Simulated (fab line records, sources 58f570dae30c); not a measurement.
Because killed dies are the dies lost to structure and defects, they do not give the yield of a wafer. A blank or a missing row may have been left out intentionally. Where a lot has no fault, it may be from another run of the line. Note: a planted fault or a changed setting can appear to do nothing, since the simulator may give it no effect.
Problem report, 8D (eight disciplines) form, completed by code    flow berkeleyCmos170    the parts of the form that need people (team, actions taken, sign-off) are left out

== 1. THE ISSUE ==
At UCB170_PVT_IMPLANT_07, doseIonsCm2 averages 2e+12 over 6 wafers from 2 lots, while fault-free wafers read 2e+12, standard deviation 2.4e+09. Measured from the usual mean, that is -41 standard deviations.
First observed at day 7 11:33: wafer L890.1, on implanter-04. Wafers with a number at this step in the record: 30, from 10 lots. Rule for "out" (also "out of limits"): further than 4 standard deviations from the usual mean. All remaining wafers that have a number are taken as sound.

== 2. WHAT IT IS; WHAT IT IS NOT ==
question                     is                      is not
which readings at this step  doseIonsCm2             beamEnergyKeV, tiltDeg
which lots                   L890, L891              L877, L878, L879, L880, L883, L896, L899, L900
which wafers of those lots   all that have a number  -
read on which tools          implanter-04            implanter-02, implanter-03
when                         from day 7 11:33        up to then (15 sound wafers); but 9 sound wafers of L896, L899, L900 came after

== 3. SUSPECTS, AND WHAT RULES EACH OUT ==
Counting: a tool at any process step up to the reading remains a suspect when it ran all the lots that are out and ran no sound lot after the first of those.
- plasmaAsher-03 at UCB170_PFIELD_STRIP_08 (strips in O2): kept. It ran every lot that is out, first L890 (day 6 10:07), and no sound lot after that.
- implanter-04 at UCB170_PVT_IMPLANT_07: kept. All lots that are out passed through it, beginning with L890 at day 7 11:33, and no sound lot followed; its final sound lot before that point was L878 at day 5 12:45. On those wafers its own readings are out: doseIonsCm2.
The count leaves implanter-04 at UCB170_PVT_IMPLANT_07 and plasmaAsher-03 at UCB170_PFIELD_STRIP_08.

== 4. THE CAUSE (what the simulator had put in) ==
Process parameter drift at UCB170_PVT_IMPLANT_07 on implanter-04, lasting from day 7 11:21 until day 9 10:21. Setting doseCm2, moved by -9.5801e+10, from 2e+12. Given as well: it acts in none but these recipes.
After counting, 2 suspects remain, this tool included.

== 5. THE CHAIN OF EFFECTS, in route order ==
Each row: a reading where the mean over the struck wafers with a number is more than 3 standard deviations away from the usual. Only readings for which the record gives a usual standard deviation are gone through. hours: the time from each lot's start at the first step in this table that gives one to its start at this step, as a median over the lots. sigmas: the change in usual standard deviations.
hours  step                   reading      usual  on struck wafers  change  sigmas
0      UCB170_PVT_IMPLANT_07  doseIonsCm2  2e+12  2e+12             -1e+11  -41
Its process steps:
- UCB170_PVT_IMPLANT_07

== 6. HOW IT WOULD HAVE BEEN CAUGHT EARLIER ==
First out-of-limits reading in this record: day 7 11:33, which is 0 hours after fault onset at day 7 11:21.
